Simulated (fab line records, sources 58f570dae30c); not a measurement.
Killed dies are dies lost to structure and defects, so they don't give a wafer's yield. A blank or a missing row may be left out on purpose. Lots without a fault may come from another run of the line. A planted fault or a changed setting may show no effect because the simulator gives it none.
A struck lot beside a sound one | flow berkeley_cmos170 | 15 steps out of a route of 331
Sound: wafers L727.1, L727.2, L727.4. Struck: wafers L731.3, L731.5, L731.6. The cause comes at the end.
At each step with rows: each side's tool, then ch and its chambers, then its first start. Under that, the readings that differ: sound wafers | struck wafers | difference of the means | sigmas: that difference in standard deviations of wafers without a fault.
alike: readings whose means differ by less than 2 such deviations, and words and numbers that are the same on both sides. not compared: withheld readings, readings that some wafer has no value for, bounds like >300 that may hide the same value, and numbers for which the record gives no deviation and whose values overlap.
The two part at a step that has a row with sigmas, a row that says differs or no value, or rows on one side only. Numbers that don't overlap but have no deviation are shown without sigmas and don't part them. A reading that every wafer of one side lacks parts them only if that side has two wafers or more.

first, 1 step without rows for these wafers: UCB170_M2_SOFTBAKE_06 (time 60 s).
UCB170_M2_STRIP_07: strips in O2.
  sound on plasma_asher-04 ch 0,1, day 10 01:05; struck on plasma_asher-03 ch 0,1, day 11 06:52
  alike: drypump_motor_current_A, oes_product_au, strip_time_to_endpoint_s
  not compared: rf_hours_counter_h
then, 7 steps without rows for these wafers: UCB170_M2_STRIP_08 (strips KrF in DMSO, time 600 s); UCB170_M2_COAT_09; UCB170_M2_COAT_10 (resist thk 900 nm); UCB170_M2_SOFTBAKE_11 (time 60 s); UCB170_M2_EXPOSE_12 (exposes mask METAL2, target cd 700 nm); UCB170_M2_PEB_13; UCB170_M2_DEVELOP_14 (develop time 45 s).
UCB170_M2_CD_MEAS_15: target cd 700 nm.
  sound on cd_sem-02, day 10 02:17; struck on cd_sem-02, day 11 08:10
  alike: cd_nm
UCB170_M2_OVL_MEAS_16:
  sound on overlay-01, day 10 02:24; struck on overlay-01, day 11 08:16
  alike: M2_OVL
UCB170_M2_ETCH_17: etches BARC in N2/H2.
  sound on rie_diel-03 ch 0,2,3, day 10 02:26; struck on rie_diel-03 ch 0,1, day 11 08:17
  alike: bias_w, chamber_pressure_mTorr, drypump_motor_current_A, oes_product_au, throttle_valve_pct
UCB170_M2_METAL_ETCH_18: etches Al in Cl2/BCl3, stops on SiO2, target depth 1170 nm, time 195 s.
  sound on rie_metal-01 ch 0,1, day 10 02:29; struck on rie_metal-03 ch 0,1, day 11 08:23
  no value came back on the struck wafers for any of 5 readings (bcl3_flow_sccm (sccm), bias_w (W) and others); on the sound wafers bcl3_flow_sccm (sccm) reads 44.97 45.02 45.01
  reading                             | sound             | struck            | difference | sigmas
  model.KrF_of_M2_COAT_10.thk_nm (nm) | 183 184.3 181.8   | 886.4 887 885.3   | +703.2     |
  model.SiO2_of_V1_CVD_00.thk_nm (nm) | 935.4 935.5 936.8 | 995.3 995.8 994.1 | +59.2      |
  not compared: rf_hours_counter_h
UCB170_M2_STRIP_19: strips in O2.
  sound on plasma_asher-02 ch 0,1, day 10 02:40; struck on plasma_asher-02 ch 0,1, day 11 08:32
  reading               | sound             | struck            | difference | sigmas
  oes_product_au (a.u.) | 0.511 0.513 0.505 | 0.725 0.733 0.718 | +0.216     | +10
  alike: drypump_motor_current_A
  not compared: rf_hours_counter_h
UCB170_M2_CD_MEAS_90: target cd 700 nm.
  sound on cd_sem-02, day 10 02:46; struck on cd_sem-02, day 11 08:39
  reading    | sound       | struck | difference                    | sigmas
  cd_nm (nm) | 704 702 700 | - - -  | no value on the struck wafers |

WHERE THEY PART
First at UCB170_M2_METAL_ETCH_18; last, within this record, at UCB170_M2_CD_MEAS_90.

WHY: what the simulator had put in
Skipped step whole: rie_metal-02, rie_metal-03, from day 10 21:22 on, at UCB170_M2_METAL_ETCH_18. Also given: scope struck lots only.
